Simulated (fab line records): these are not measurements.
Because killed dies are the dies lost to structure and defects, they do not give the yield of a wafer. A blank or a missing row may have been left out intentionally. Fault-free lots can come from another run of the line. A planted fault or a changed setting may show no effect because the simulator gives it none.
Struck lot and sound lot, side by side ; flow berkeley_cmos170 ; 45 steps out of a route of 331
Sound: these wafers, L406.4, L406.5, L406.6. Wafers L421.3, L421.5, L421.6 were the ones struck. The cause is given at the end.
At each step with rows: each side's tool, then ch and its chambers, then its first start. Under that, the readings that differ: sound wafers ; struck wafers ; difference of the means ; sigmas: that difference in standard deviations of wafers without a fault.
alike: words and numbers the same on both sides, and readings whose means are apart by under 2 such deviations; not compared: readings that were withheld, readings missing a value for some wafer, numbers with overlapping values and no deviation given by the record, and bounds like >300 which may hide the same value.
Wherever a step has rows on one side only, a row that says differs or no value, or a row with sigmas, the two part there. Numbers that have no deviation but don't overlap get no sigmas and don't part them. A reading that every wafer of one side lacks parts them only if that side has two wafers or more.

first, 3 steps without rows for these wafers: UCB170_NLDD_EXPOSE_03 (exposes mask NSELECT, target cd 1200 nm); UCB170_NLDD_PEB_04; UCB170_NLDD_DEVELOP_05 (develop time 45 s).
UCB170_NLDD_CD_MEAS_06 targets a cd of 1200 nm.
  sound on cd_sem-02, day 9 10:47; struck on cd_sem-02, day 13 02:23
  alike: cd_nm
UCB170_NLDD_OVL_MEAS_07:
  sound on overlay-01, day 9 10:52; struck on overlay-01, day 13 02:28
reading;sound;struck;difference;sigmas
NLDD_OVL (nm);3 11 4;-18 -9 -8;-18;-3
then, 2 steps without rows for these wafers: UCB170_NLDD_IMPLANT_08; UCB170_NLDD_IMPLANT_09.
UCB170_NLDD_STRIP_10: strips in O2.
  sound on plasma_asher-03 ch 0,1, day 9 11:13; struck on plasma_asher-03 ch 0,1, day 13 02:50
  alike: chamber_pressure_mTorr, drypump_motor_current_A, oes_product_au, strip_time_to_endpoint_s
  not compared: rf_hours_counter_h
UCB170_NLDD_TW_MEAS_11:
  sound on film_metro-01, day 9 11:18; struck on film_metro-01, day 13 02:55
  alike: NLDD_TW
then, 1 step without rows for these wafers: UCB170_NLDD_CLEAN_12 (cleans in SPM, time 600 s).
UCB170_SPACER_CVD_00: deposits SiO2 from TEOS/O2, target thk 376 nm, time 47 s.
  sound on pecvd-02 ch 0,1,2, day 9 11:33; struck on pecvd-03 ch 0,1, day 13 03:54
  alike: heater_power_w
  not compared: since_wet_clean_h
UCB170_SPACER_THK_MEAS_01:
  sound on film_metro-04, day 9 11:36; struck on film_metro-01, day 13 03:58
  alike: SPACER_TEOS_THK
UCB170_SPACER_ANNEAL_02: time 1800 s.
  sound on furnace-04 ch 0, day 9 15:52; struck on furnace-02 ch 0, day 13 07:05
UCB170_SPACER_ETCHBACK_03: etches SiO2 in CHF3/CF4/Ar, stops on Si, target depth 376 nm, time 100 s.
  sound on rie_diel-03 ch 1,2,3, day 9 17:22; struck on rie_diel-02 ch 1,2,3, day 13 08:35
  alike: chamber_pressure_mTorr, drypump_motor_current_A, oes_product_au, throttle_valve_pct
  not compared: rf_hours_counter_h
then, 6 steps without rows for these wafers: UCB170_PSD_HMDS_00 (prime time 60 s); UCB170_PSD_COAT_01 (resist thk 900 nm); UCB170_PSD_SOFTBAKE_02 (time 60 s); UCB170_PSD_EXPOSE_03 (exposes mask PSELECT MOD, target cd 1200 nm); UCB170_PSD_PEB_04; UCB170_PSD_DEVELOP_05 (develop time 45 s).
UCB170_PSD_CD_MEAS_06 targets a cd of 1200 nm.
  sound on cd_sem-02, day 9 18:57; struck on cd_sem-02, day 13 09:56
  alike: cd_nm
UCB170_PSD_OVL_MEAS_07:
  sound on overlay-02, day 9 19:01; struck on overlay-02, day 13 10:01
  alike: PSD_OVL
then, 1 step without rows for these wafers: UCB170_PSD_IMPLANT_08.
UCB170_PSD_STRIP_09: strips in O2.
  sound on plasma_asher-02 ch 0,1, day 9 19:14; struck on plasma_asher-02 ch 0,1, day 13 10:14
  alike: chamber_pressure_mTorr, drypump_motor_current_A, oes_product_au, strip_time_to_endpoint_s
  not compared: rf_hours_counter_h
UCB170_PSD_TW_MEAS_10:
  sound on film_metro-01, day 9 19:19; struck on film_metro-04, day 13 10:19
  alike: PSD_TW
then, 7 steps without rows for these wafers: UCB170_PSD_CLEAN_11 (cleans in SPM, time 600 s); UCB170_NSD_HMDS_00 (prime time 60 s); UCB170_NSD_COAT_01 (resist thk 900 nm); UCB170_NSD_SOFTBAKE_02 (time 60 s); UCB170_NSD_EXPOSE_03 (exposes mask NSELECT MOD, target cd 1200 nm); UCB170_NSD_PEB_04; UCB170_NSD_DEVELOP_05 (develop time 45 s).
UCB170_NSD_CD_MEAS_06 targets a cd of 1200 nm.
  sound on cd_sem-02, day 9 22:17; struck on cd_sem-02, day 13 11:40
  alike: cd_nm
UCB170_NSD_OVL_MEAS_07:
  sound on overlay-02, day 9 22:21; struck on overlay-01, day 13 11:46
  alike: NSD_OVL
then, 2 steps without rows for these wafers: UCB170_NSD_IMPLANT_08; UCB170_NSD_STRIP_09 (strips in O2).
UCB170_NSD_TW_MEAS_10:
  sound on film_metro-04, day 9 22:39; struck on film_metro-02, day 13 12:03
  alike: NSD_TW
then, 4 steps without rows for these wafers: UCB170_NSD_CLEAN_11 (cleans in SPM, time 600 s); UCB170_BACKSIDE_HMDS_00 (prime time 60 s); UCB170_BACKSIDE_COAT_01 (resist thk 900 nm); UCB170_BACKSIDE_SOFTBAKE_02 (time 60 s).
UCB170_BACKSIDE_STRIP_03: strips in O2.
  sound on plasma_asher-03 ch 0,1, day 9 23:22; struck on plasma_asher-02 ch 0,1, day 13 14:14
  alike: chamber_pressure_mTorr, drypump_motor_current_A, oes_product_au, strip_time_to_endpoint_s
  not compared: rf_hours_counter_h
UCB170_SDANNEAL_RS_MEAS_04: measurement is done with a four-point probe.
  sound on film_metro-04, day 10 00:02; struck on film_metro-04, day 13 15:10
reading;sound;struck;difference;sigmas
PLDD_RS (ohm/sq);1029.5 1032.3 1030.8;1061.7 1061.4 1061.8;+30.8;+11
  not compared: hold
UCB170_SDANNEAL_RS_MEAS_05: measurement is done with a four-point probe.
  sound on film_metro-04, day 10 00:10; struck on film_metro-04, day 13 21:08
reading;sound;struck;difference;sigmas
hold;- - -;await_dispo/5.9h/release await_dispo/5.9h/release await_dispo/5.9h/release;no value on the sound wafers;
NLDD_RS (ohm/sq);616.9 617.3 614.6;620.5 619.6 620.7;+4.0;+3
UCB170_M3_PROBE_99:
  only the struck wafers here have rows in the record (prober-01, day 14 20:28); the sound ones have none

WHERE THEY PART
Earliest at UCB170_NLDD_OVL_MEAS_07; latest, in this record, at UCB170_M3_PROBE_99.

WHY: whatever the simulator had introduced
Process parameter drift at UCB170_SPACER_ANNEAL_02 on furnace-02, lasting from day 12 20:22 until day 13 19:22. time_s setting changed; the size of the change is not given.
